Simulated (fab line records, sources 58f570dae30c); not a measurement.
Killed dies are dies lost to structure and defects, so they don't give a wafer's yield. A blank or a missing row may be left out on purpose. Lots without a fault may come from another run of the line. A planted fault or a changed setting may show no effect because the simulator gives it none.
fab line records | flow berkeley_cmos170 | part 1 of 2: steps 1 to 40 of 44
record lots=7 wafers=21 last_day=14
route steps=331 shown GATE@141 PLDD@145 NLDD@158 SPACER@171 PSD@175 M3@331
lots that met no fault: from a run of the same line without faults
start_h: hours from the record's first day to the start of the lot's first wafer shown | wait_h: hours since the lot's step before | " the same as in the row above | L1.1+2: a row that stands for several wafers | - no value, or no start given | * or withheld: withheld | < > ~ a bound
route shown NAME@n: a module of which the file shows steps, and the number in the route of the first | usual: mean/standard deviation of fault-free wafers | same: alike in all rows | chamber/n: place in a boat | sites: the reading at each site | _std_site: their standard deviation | _edge_site: outer sites' mean less inner sites' | radius_mm: how far each site lies from the wafer's centre | mask NAME#n: copy n | behind: the tool/chamber that last shaped the wafer | hold: why the lot was held/for how many hours/how that ended | device: the transistor (n, p or np) that didn't switch | end of line: the same wafers' tests at the end of the route | a step without rows: its recipe alone | killed: dies lost to structure and defects at the first sort, not the wafer's yield | map: a wafer's dies, x killed, . not, _ none there
set.NAME: the setting as run; set.NAME@STEP: as run at that earlier step | model.NAME: the simulator's own value behind a step, which no gauge read
lots at some steps of the route; a table a step, a row a wafer
services: from which hour (start_h, from the record's first day; less than 0 if before it) a tool's chamber was out of use, for how many hours, and why
## steps
# step UCB170_GATE_ETCH_15
# recipe chemistry=HBr/Cl2 target=poly-Si stop_on=SiO2 over_etch_frac=0.3 icp_w=300 bias_w=150 time_s=56.3 pressure_mtorr=15 HBr_flow_sccm=150 Cl2_flow_sccm=50 target_depth_a=2782
# usual HBr_flow_sccm=150.0/0.49 bias_w=150.0/0.44 chamber_pressure_mTorr=14.998/0.014 drypump_motor_current_A=5.6/0.37 he_backside_leak_sccm=2.8/0.31 mfc_cl2_sccm=50.02/0.14 oes_product_au=0.830/0.018 throttle_valve_pct=26.38/0.29
# same over_etch_frac=0.3
# columns lot.wafer tool chamber start_h wait_h HBr_flow_sccm bias_w chamber_pressure_mTorr drypump_motor_current_A he_backside_leak_sccm mfc_cl2_sccm oes_product_au rf_hours_counter_h throttle_valve_pct
L866.2 rie_si-01 2 141.50 - 150.2 149.5 15.008 5.9 2.6 49.82 0.850 0 26.50
L866.3 " 0 " " 149.8 150.4 15.042 5.6 2.7 49.99 0.806 0 26.83
L866.6 " 3 " " 149.4 150.6 14.998 5.7 2.8 50.08 0.824 - 26.42
L871.3 rie_si-02 0 179.51 - 149.8 149.9 14.989 6.1 3.0 50.05 0.824 0 26.00
L871.4 " 1 " " 149.7 150.1 14.984 5.2 3.4 49.94 0.841 113 26.63
L871.6 " 3 " " 151.0 149.6 15.018 6.0 3.0 50.16 0.856 - 26.39
L872.3 rie_si-01 3 179.78 - 150.0 150.0 15.007 5.7 2.8 50.00 0.842 93 26.44
L872.4 " 1 " " 150.0 150.3 14.986 5.2 2.3 50.03 0.827 1 26.02
L872.6 " 3 " " 149.7 150.2 14.979 5.7 2.8 49.92 0.837 - 26.43
L879.4 rie_si-01 0 206.86 - 150.0 149.8 15.000 5.6 2.7 49.94 0.806 0 26.82
L879.5 " 1 " " 149.3 150.5 14.995 5.2 2.3 49.91 0.820 - 26.02
L879.6 " 2 " " 150.4 149.6 15.005 5.9 4.8 49.99 0.851 - 26.53
L881.1 rie_si-02 3 225.61 - 149.7 150.1 15.020 5.9 3.0 49.98 0.833 60 26.38
L881.3 " 2 " " 150.0 149.9 14.993 5.1 2.7 50.07 0.805 12 26.24
L881.5 " 0 " " 150.5 150.0 14.997 6.1 3.1 49.93 0.818 - 25.98
L887.1 rie_si-02 3 275.16 - 149.9 149.9 14.989 6.0 3.0 49.87 0.851 60 26.39
L887.2 " 2 " " 149.6 150.5 15.025 5.1 2.5 50.04 0.817 12 26.26
L887.4 " 0 " " 149.7 150.0 15.015 6.1 2.8 49.90 0.820 1 25.97
L889.2 rie_si-01 1 290.57 - 149.7 149.8 15.003 5.2 2.3 50.05 0.804 2 26.03
L889.3 " 0 " " 150.2 149.5 14.985 5.6 2.7 50.26 0.798 1 26.83
L889.6 " 2 " " 150.3 149.9 14.983 5.9 2.5 49.84 0.848 - 26.51
# step UCB170_GATE_STRIP_16
# recipe chemistry=O2 power_w=400 pressure_mtorr=3500 platen_temp_c=withheld o2_flow_sccm=400 overash_fraction=0.5
# usual chamber_pressure_mTorr=3500/3.2 drypump_motor_current_A=5.8/0.71 oes_product_au=0.723/0.0046
# same overash_fraction=0.5
# columns lot.wafer tool chamber start_h wait_h chamber_pressure_mTorr drypump_motor_current_A oes_product_au rf_hours_counter_h
L866.2 plasma_asher-03 1 141.55 0.0 3498 6.5 0.733 42
L866.3 " 1 " " 3495 6.5 0.722 -
L866.6 " 0 " " 3506 5.0 0.730 -
L871.3 plasma_asher-02 1 179.59 0.1 3496 5.4 0.722 -
L871.4 " 0 " " 3498 6.5 0.724 -
L871.6 " 1 " " 3494 5.5 0.733 -
L872.3 plasma_asher-01 0 179.86 0.1 3500 4.8 0.730 -
L872.4 " 1 " " 3500 6.2 0.720 -
L872.6 " 1 " " 3503 6.2 0.723 -
L879.4 plasma_asher-01 1 206.94 0.1 3499 6.2 0.724 -
L879.5 " 1 " " 3503 6.2 0.725 -
L879.6 " 0 " " 3494 4.8 0.723 -
L881.1 plasma_asher-03 1 225.66 0.0 3499 6.5 0.724 51
L881.3 " 1 " " 3496 6.5 0.725 -
L881.5 " 0 " " 3498 5.0 0.720 -
L887.1 plasma_asher-02 1 275.21 0.0 3502 5.5 0.725 14
L887.2 " 0 " " 3496 6.5 0.726 14
L887.4 " 1 " " 3505 5.5 0.726 -
L889.2 plasma_asher-03 0 290.62 0.0 3500 5.0 0.717 57
L889.3 " 1 " " 3503 6.6 0.721 -
L889.6 " 1 " " 3496 6.6 0.725 -
# step UCB170_GATE_CD_MEAS_90
# recipe target_cd_nm=350
# usual cd_nm=350.2/1.6
# columns lot.wafer tool chamber start_h wait_h cd_nm
L866.2 cd_sem-01 - 141.67 0.1 350.3
L866.3 " - " " 352.1
L866.6 " - " " 349.5
L871.3 cd_sem-02 - 179.69 0.1 350.4
L871.4 " - " " 350.1
L871.6 " - " " 350.9
L872.3 cd_sem-02 - 179.97 0.1 348.6
L872.4 " - " " 348.1
L872.6 " - " " 350.1
L879.4 cd_sem-02 - 207.06 0.1 350.2
L879.5 " - " " 349.2
L879.6 " - " " 349.8
L881.1 cd_sem-01 - 225.76 0.1 347.8
L881.3 " - " " 349.2
L881.5 " - " " 347.4
L887.1 cd_sem-01 - 275.31 0.1 352.5
L887.2 " - " " 352.0
L887.4 " - " " 351.8
L889.2 cd_sem-02 - 290.74 0.1 349.9
L889.3 " - " " 347.9
L889.6 " - " " 348.9
# step UCB170_GATE_CLEAN_17
# recipe chemistry=SPM temp_c=120 time_s=600
# step UCB170_PLDD_HMDS_00
# recipe prime_time_s=60 prime_temp_c=100
# step UCB170_PLDD_COAT_01
# recipe resist=KrF spin_rpm=1500 resist_thk_nm=900
# step UCB170_PLDD_SOFTBAKE_02
# recipe resist=KrF temp_c=130 time_s=60
# step UCB170_PLDD_EXPOSE_03
# recipe mask_id=PSELECT na=0.5 sigma_outer=0.6 source_shape=conventional target_cd_nm=1200 dose_mj=30
# step UCB170_PLDD_PEB_04
# recipe peb_temp_c=130 peb_time_s=withheld resist=KrF
# step UCB170_PLDD_DEVELOP_05
# recipe developer=TMAH develop_time_s=45 resist=KrF dev_temp_c=21
# step UCB170_PLDD_CD_MEAS_06
# recipe target_cd_nm=1200
# usual cd_nm=1200.7/1.3
# columns lot.wafer tool chamber start_h wait_h cd_nm
L866.2 cd_sem-01 - 143.36 - 1202.8
L866.3 " - " " 1202.1
L866.6 " - " " 1200.4
L871.3 cd_sem-02 - 180.99 - 1202.2
L871.4 " - " " 1202.1
L871.6 " - " " 1201.6
L872.3 cd_sem-01 - 181.39 - 1199.6
L872.4 " - " " 1201.1
L872.6 " - " " 1200.5
L879.4 cd_sem-02 - 208.72 - 1201.6
L879.5 " - " " 1200.3
L879.6 " - " " 1200.0
L881.1 cd_sem-01 - 227.07 - 1200.4
L881.3 " - " " 1202.0
L881.5 " - " " 1201.3
L887.1 cd_sem-02 - 276.57 - 1202.3
L887.2 " - " " 1202.9
L887.4 " - " " 1203.3
L889.2 cd_sem-01 - 293.47 - 1200.2
L889.3 " - " " 1198.9
L889.6 " - " " 1199.9
# step UCB170_PLDD_OVL_MEAS_07
# usual PLDD_OVL=1/5.6
# columns lot.wafer tool chamber start_h wait_h PLDD_OVL[nm]
L866.2 overlay-02 - 143.47 0.1 4
L866.3 " - " " 8
L866.6 " - " " 8
L871.3 overlay-02 - 181.08 0.1 8
L871.4 " - " " 6
L871.6 " - " " 4
L872.3 overlay-01 - 181.49 0.1 -3
L872.4 " - " " 0
L872.6 " - " " 0
L879.4 overlay-01 - 208.80 0.1 -1
L879.5 " - " " -7
L879.6 " - " " -11
L881.1 overlay-01 - 227.19 0.1 3
L881.3 " - " " 4
L881.5 " - " " 4
L887.1 overlay-02 - 276.69 0.1 0
L887.2 " - " " 5
L887.4 " - " " 2
L889.2 overlay-01 - 293.57 0.1 6
L889.3 " - " " -2
L889.6 " - " " 5
# step UCB170_PLDD_IMPLANT_08
# recipe species=BF2 dose_cm2=5e+13 energy_kev=10 tilt_deg=7 rotation_deg=0
# usual beam_on_s=10.2/0.36 faraday_current_uA=155/5.3
# columns lot.wafer tool chamber start_h wait_h beam_on_s faraday_current_uA
L866.2 implanter-04 0 143.52 0.0 10.4 153
L866.3 " 0 " " 9.9 161
L866.6 " 0 " " 9.9 161
L871.3 implanter-04 0 181.15 0.1 8.1 196
L871.4 " 0 " " 8.4 190
L871.6 " 0 " " 8.1 196
L872.3 implanter-04 0 181.56 0.1 8.0 199
L872.4 " 0 " " 8.0 199
L872.6 " 0 " " 8.1 195
L879.4 implanter-04 0 208.89 0.1 7.7 204
L879.5 " 0 " " 8.2 194
L879.6 " 0 " " 8.1 197
L881.1 implanter-02 0 227.23 0.0 10.1 156
L881.3 " 0 " " 10.4 153
L881.5 " 0 " " 10.2 156
L887.1 implanter-04 0 276.73 0.0 10.1 157
L887.2 " 0 " " 10.1 156
L887.4 " 0 " " 10.0 159
L889.2 implanter-02 0 293.63 0.0 10.4 154
L889.3 " 0 " " 9.8 163
L889.6 " 0 " " 10.2 157
# step UCB170_PLDD_IMPLANT_09
# recipe species=BF2 dose_cm2=5e+13 energy_kev=10 tilt_deg=7 rotation_deg=180
# step UCB170_PLDD_STRIP_10
# recipe chemistry=O2 power_w=400 pressure_mtorr=3500 platen_temp_c=withheld o2_flow_sccm=400 overash_fraction=0.5
# usual chamber_pressure_mTorr=3500/3.2 drypump_motor_current_A=5.8/0.61 oes_product_au=0.735/0.0046 strip_time_to_endpoint_s=21.64/0.057
# same overash_fraction=0.5
# columns lot.wafer tool chamber start_h wait_h chamber_pressure_mTorr drypump_motor_current_A oes_product_au rf_hours_counter_h strip_time_to_endpoint_s
L866.2 plasma_asher-02 0 143.80 0.1 3496 6.6 0.745 1 21.62
L866.3 " 1 " " 3497 5.4 0.740 - 21.64
L866.6 " 1 " " 3502 5.5 0.736 - 21.56
L871.3 plasma_asher-04 1 181.44 0.1 3494 5.8 0.736 - 21.62
L871.4 " 0 " " 3500 5.4 0.729 - 21.65
L871.6 " 1 " " 3495 5.7 0.732 - 21.66
L872.3 plasma_asher-02 0 181.84 0.1 3501 6.5 0.739 - 21.52
L872.4 " 1 " " 3496 5.5 0.729 - 21.60
L872.6 " 1 " " 3499 5.5 0.732 - 21.52
L879.4 plasma_asher-02 0 209.15 0.1 3497 6.6 0.732 - 21.52
L879.5 " 1 " " 3500 5.5 0.731 - 21.56
L879.6 " 0 " " 3499 6.6 0.730 - 21.59
L881.1 plasma_asher-03 0 227.53 0.1 3500 5.0 0.741 51 21.69
L881.3 " 1 " " 3506 6.5 0.735 - 21.63
L881.5 " 1 " " 3500 6.6 0.730 - 21.67
L887.1 plasma_asher-03 0 277.03 0.1 3499 5.0 0.732 55 21.63
L887.2 " 1 " " 3498 6.6 0.733 55 21.61
L887.4 " 0 " " 3504 5.0 0.725 - 21.65
L889.2 plasma_asher-03 1 293.90 0.1 3504 6.5 0.733 57 21.70
L889.3 " 1 " " 3493 6.5 0.737 - 21.70
L889.6 " 1 " " 3498 6.6 0.743 - 21.73
# step UCB170_PLDD_TW_MEAS_11
# usual PLDD_TW=1005/12
# columns lot.wafer tool chamber start_h wait_h PLDD_TW
L866.2 film_metro-03 - 143.91 0.1 1018
L866.3 " - " " 1018
L866.6 " - " " 1025
L871.3 film_metro-02 - 181.52 0.1 965
L871.4 " - " " 962
L871.6 " - " " 969
L872.3 film_metro-02 - 181.93 0.1 959
L872.4 " - " " 954
L872.6 " - " " 963
L879.4 film_metro-03 - 209.24 0.1 988
L879.5 " - " " 992
L879.6 " - " " 987
L881.1 film_metro-03 - 227.63 0.1 1012
L881.3 " - " " 1014
L881.5 " - " " 1015
L887.1 film_metro-04 - 277.13 0.1 1003
L887.2 " - " " 1005
L887.4 " - " " 1002
L889.2 film_metro-03 - 294.01 0.1 1016
L889.3 " - " " 1018
L889.6 " - " " 1018
# step UCB170_PLDD_CLEAN_12
# recipe chemistry=SPM temp_c=120 time_s=600
# step UCB170_NLDD_HMDS_00
# recipe prime_time_s=60 prime_temp_c=100
# step UCB170_NLDD_COAT_01
# recipe resist=KrF spin_rpm=1500 resist_thk_nm=900
# step UCB170_NLDD_SOFTBAKE_02
# recipe resist=KrF temp_c=130 time_s=60
# step UCB170_NLDD_EXPOSE_03
# recipe mask_id=NSELECT na=0.5 sigma_outer=0.6 source_shape=conventional target_cd_nm=1200 dose_mj=30.71
# step UCB170_NLDD_PEB_04
# recipe peb_temp_c=130 peb_time_s=withheld resist=KrF
# step UCB170_NLDD_DEVELOP_05
# recipe developer=TMAH develop_time_s=45 resist=KrF dev_temp_c=21
# step UCB170_NLDD_CD_MEAS_06
# recipe target_cd_nm=1200
# usual cd_nm=1200.5/1.4
# columns lot.wafer tool chamber start_h wait_h cd_nm
L866.2 cd_sem-02 - 146.46 - 1199.0
L866.3 " - " " 1200.1
L866.6 " - " " 1201.0
L871.3 cd_sem-02 - 182.62 - 1198.7
L871.4 " - " " 1199.1
L871.6 " - " " 1198.7
L872.3 cd_sem-01 - 183.03 - 1200.4
L872.4 " - " " 1199.9
L872.6 " - " " 1200.5
L879.4 cd_sem-02 - 211.80 - 1198.7
L879.5 " - " " 1201.1
L879.6 " - " " 1200.1
L881.1 cd_sem-02 - 229.04 - 1201.1
L881.3 " - " " 1202.3
L881.5 " - " " 1200.3
L887.1 cd_sem-02 - 278.34 - 1200.6
L887.2 " - " " 1201.1
L887.4 " - " " 1200.8
L889.2 cd_sem-02 - 298.37 - 1200.5
L889.3 " - " " 1202.5
L889.6 " - " " 1201.5
# step UCB170_NLDD_OVL_MEAS_07
# usual NLDD_OVL=-3/5.3
# columns lot.wafer tool chamber start_h wait_h NLDD_OVL[nm]
L866.2 overlay-01 - 146.57 0.1 -5
L866.3 " - " " -8
L866.6 " - " " -7
L871.3 overlay-01 - 182.71 0.1 3
L871.4 " - " " 4
L871.6 " - " " 2
L872.3 overlay-01 - 183.12 0.1 1
L872.4 " - " " 8
L872.6 " - " " 5
L879.4 overlay-01 - 211.88 0.1 7
L879.5 " - " " 0
L879.6 " - " " 7
L881.1 overlay-01 - 229.16 0.1 -5
L881.3 " - " " -8
L881.5 " - " " -8
L887.1 overlay-01 - 278.46 0.1 -4
L887.2 " - " " -3
L887.4 " - " " -7
L889.2 overlay-02 - 298.48 0.1 -4
L889.3 " - " " 0
L889.6 " - " " -7
# step UCB170_NLDD_IMPLANT_08
# recipe species=As dose_cm2=5e+13 energy_kev=30 tilt_deg=7 rotation_deg=0
# step UCB170_NLDD_IMPLANT_09
# recipe species=As dose_cm2=5e+13 energy_kev=30 tilt_deg=7 rotation_deg=180
# step UCB170_NLDD_STRIP_10
# recipe chemistry=O2 power_w=400 pressure_mtorr=3500 platen_temp_c=withheld o2_flow_sccm=400 overash_fraction=0.5
# step UCB170_NLDD_TW_MEAS_11
# usual NLDD_TW=2199/22
# columns lot.wafer tool chamber start_h wait_h NLDD_TW
L866.2 film_metro-03 - 147.01 0.1 2224
L866.3 " - " " 2233
L866.6 " - " " 2244
L871.3 film_metro-02 - 183.16 0.1 2176
L871.4 " - " " 2179
L871.6 " - " " 2182
L872.3 film_metro-02 - 183.56 0.1 2171
L872.4 " - " " 2198
L872.6 " - " " 2172
L879.4 film_metro-04 - 212.33 0.1 2207
L879.5 " - " " 2195
L879.6 " - " " 2205
L881.1 film_metro-03 - 229.60 0.1 2218
L881.3 " - " " 2222
L881.5 " - " " 2229
L887.1 film_metro-02 - 278.90 0.1 2189
L887.2 " - " " 2187
L887.4 " - " " 2199
L889.2 film_metro-02 - 298.92 0.1 2190
L889.3 " - " " 2189
L889.6 " - " " 2202
# step UCB170_NLDD_CLEAN_12
# recipe chemistry=SPM temp_c=120 time_s=600
# step UCB170_SPACER_CVD_00
# recipe material=SiO2 target_thk_nm=376 temp_c=390 precursor=TEOS/O2 time_s=47 rf_w=550 pressure_mtorr=9000
# usual heater_power_w=279/65 pressure_mtorr=8999/18 susceptor_temp_C=390.02/0.25
# columns lot.wafer tool chamber start_h wait_h heater_power_w pressure_mtorr susceptor_temp_C
L866.2 pecvd-01 2 147.27 0.0 292 8992 389.87
L866.3 " 1 " " 167 8982 389.86
L866.6 " 2 " " 312 8994 389.83
L871.3 pecvd-04 0 183.37 0.0 225 8999 389.84
L871.4 " 1 " " 361 9008 390.10
L871.6 " 2 " " 218 8974 390.03
L872.3 pecvd-01 2 183.78 0.0 315 8994 389.99
L872.4 " 2 " " 322 9002 390.30
L872.6 " 1 " " 180 9009 389.75
L879.4 pecvd-01 0 212.55 0.0 386 9038 390.14
L879.5 " 2 " " 342 9023 389.88
L879.6 " 1 " " 190 8975 389.98
L881.1 pecvd-02 2 229.85 0.0 214 8975 389.91
L881.3 " 1 " " 249 8996 390.07
L881.5 " 2 " " 217 9034 390.03
L887.1 pecvd-02 2 279.13 0.0 213 8995 389.89
L887.2 " 1 " " 267 9037 390.20
L887.4 " 2 " " 232 8981 390.14
L889.2 pecvd-04 1 299.16 0.0 313 8978 390.45
L889.3 " 0 " " 293 8996 389.89
L889.6 " 1 " " 327 9016 390.02
# step UCB170_SPACER_THK_MEAS_01
# recipe reads=SiO2_of_SPACER_CVD_00
# usual SPACER_TEOS_THK=376/5.4
# columns lot.wafer tool chamber start_h wait_h SPACER_TEOS_THK[nm]
L866.2 film_metro-04 - 147.32 0.0 373
L866.3 " - " " 377
L866.6 " - " " 378
L871.3 film_metro-04 - 183.43 0.0 370
L871.4 " - " " 379
L871.6 " - " " 384
L872.3 film_metro-03 - 183.84 0.0 371
L872.4 " - " " 378
L872.6 " - " " 377
L879.4 film_metro-01 - 212.61 0.0 372
L879.5 " - " " 369
L879.6 " - " " 377
L881.1 film_metro-04 - 229.89 0.0 375
L881.3 " - " " 372
L881.5 " - " " 377
L887.1 film_metro-03 - 279.17 0.0 365
L887.2 " - " " 370
L887.4 " - " " 370
L889.2 film_metro-01 - 299.21 0.0 372
L889.3 " - " " 369
L889.6 " - " " 376
# step UCB170_SPACER_ANNEAL_02
# recipe temp_c=900 time_s=1800 ambient=N2
# step UCB170_SPACER_ETCHBACK_03
# recipe stop_on=Si target=SiO2 chemistry=CHF3/CF4/Ar CHF3_flow_sccm=50 cf4_flow_sccm=10 Ar_flow_sccm=120 pressure_mtorr=200 rf_w=500 target_depth_a=3760 time_s=100
# usual chamber_pressure_mTorr=199.98/0.18 drypump_motor_current_A=5.7/0.37 oes_product_au=0.904/0.016 throttle_valve_pct=6.46/0.095
# columns lot.wafer tool chamber start_h wait_h chamber_pressure_mTorr drypump_motor_current_A oes_product_au rf_hours_counter_h throttle_valve_pct
L866.2 rie_diel-03 0 153.62 0.0 199.92 6.0 0.896 20 6.48
L866.3 " 3 " " 199.82 5.7 0.919 159 6.57
L866.6 " 0 " " 200.08 6.0 0.896 - 6.47
L871.3 rie_diel-03 2 189.26 0.0 199.91 4.8 0.883 2 6.31
L871.4 " 0 " " 199.57 6.0 0.904 22 6.47
L871.6 " 1 " " 200.21 5.4 0.922 - 6.50
L872.3 rie_diel-04 2 189.26 0.0 199.99 6.0 0.883 111 6.52
L872.4 " 0 " " 200.02 5.7 0.877 10 6.32
L872.6 " 1 " " 200.00 5.9 0.905 - 6.48
L879.4 rie_diel-03 0 218.71 0.0 200.18 6.0 0.896 24 6.48
L879.5 " 1 " " 200.02 5.4 0.891 - 6.49
L879.6 " 0 " " 199.84 6.0 0.903 - 6.46
L881.1 rie_diel-01 0 240.42 0.0 200.02 5.8 0.919 68 6.50
L881.3 " 2 " " 200.11 5.6 0.898 5 6.43
L881.5 " 1 " " 199.72 5.8 0.932 - 6.60
L887.1 rie_diel-01 3 286.59 0.0 199.78 6.1 0.898 12 6.26
L887.2 " 1 " " 199.99 5.8 0.909 3 6.59
L887.4 " 2 " " 199.74 5.7 0.894 7 6.45
L889.2 rie_diel-01 1 309.17 0.0 200.16 5.9 0.917 4 6.58
L889.3 " 0 " " 199.97 5.9 0.907 70 6.50
L889.6 " 1 " " 199.90 5.8 0.914 - 6.58
# step UCB170_PSD_HMDS_00
# recipe prime_time_s=60 prime_temp_c=100
# step UCB170_PSD_COAT_01
# recipe resist=KrF spin_rpm=1500 resist_thk_nm=900
# step UCB170_PSD_SOFTBAKE_02
# recipe resist=KrF temp_c=130 time_s=60
# step UCB170_PSD_EXPOSE_03
# recipe mask_id=PSELECT_MOD na=0.5 sigma_outer=0.6 source_shape=conventional target_cd_nm=1200 dose_mj=29.6
# step UCB170_PSD_PEB_04
# recipe peb_temp_c=130 peb_time_s=withheld resist=KrF
# step UCB170_PSD_DEVELOP_05
# recipe developer=TMAH develop_time_s=45 resist=KrF dev_temp_c=21
## key
first_sign step=UCB170_PLDD_IMPLANT_08 reading=faraday_current_uA direction=up sigmas=7.9 usual=155 struck=197
effect step=UCB170_PLDD_IMPLANT_08 reading=beam_on_s direction=down sigmas=6 usual=10.2 struck=8.1
effect step=UCB170_PLDD_TW_MEAS_11 reading=PLDD_TW direction=down sigmas=2.8 usual=1005 struck=971
effect step=UCB170_SDANNEAL_RS_MEAS_04 reading=PLDD_RS direction=up sigmas=36 usual=1031.9 struck=1122.8
model_effect step=UCB170_M3_PROBE_99 value=etest.pldd.line_ohm_um without=1786 struck=1948
met_at UCB170_PLDD_IMPLANT_08
struck_wafers L871.3,L871.4,L871.6,L872.3,L872.4,L872.6,L879.4,L879.5,L879.6
sort_left_out L879.4,L879.5,L879.6
tester_left_out L871,L872,L879
onset_between 143.52 181.15
fault kind=process_parameter_drift tool=implanter-04 chamber=- onset_h=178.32 steps=UCB170_PLDD_IMPLANT_08 channel=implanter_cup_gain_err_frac offset=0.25 shape=step end_h=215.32
# tester_left_out: of these lots the tester's yield and bins aren't shown, on N5 and GAA mostly nor the transistor test; their killed dies are dies lost to structure and defects alone, not to doping, threshold or leakage, so they don't give the yield
# sort_left_out: the simulated sort isn't trusted on such a fault, so these wafers' sort isn't shown, and their yield isn't known
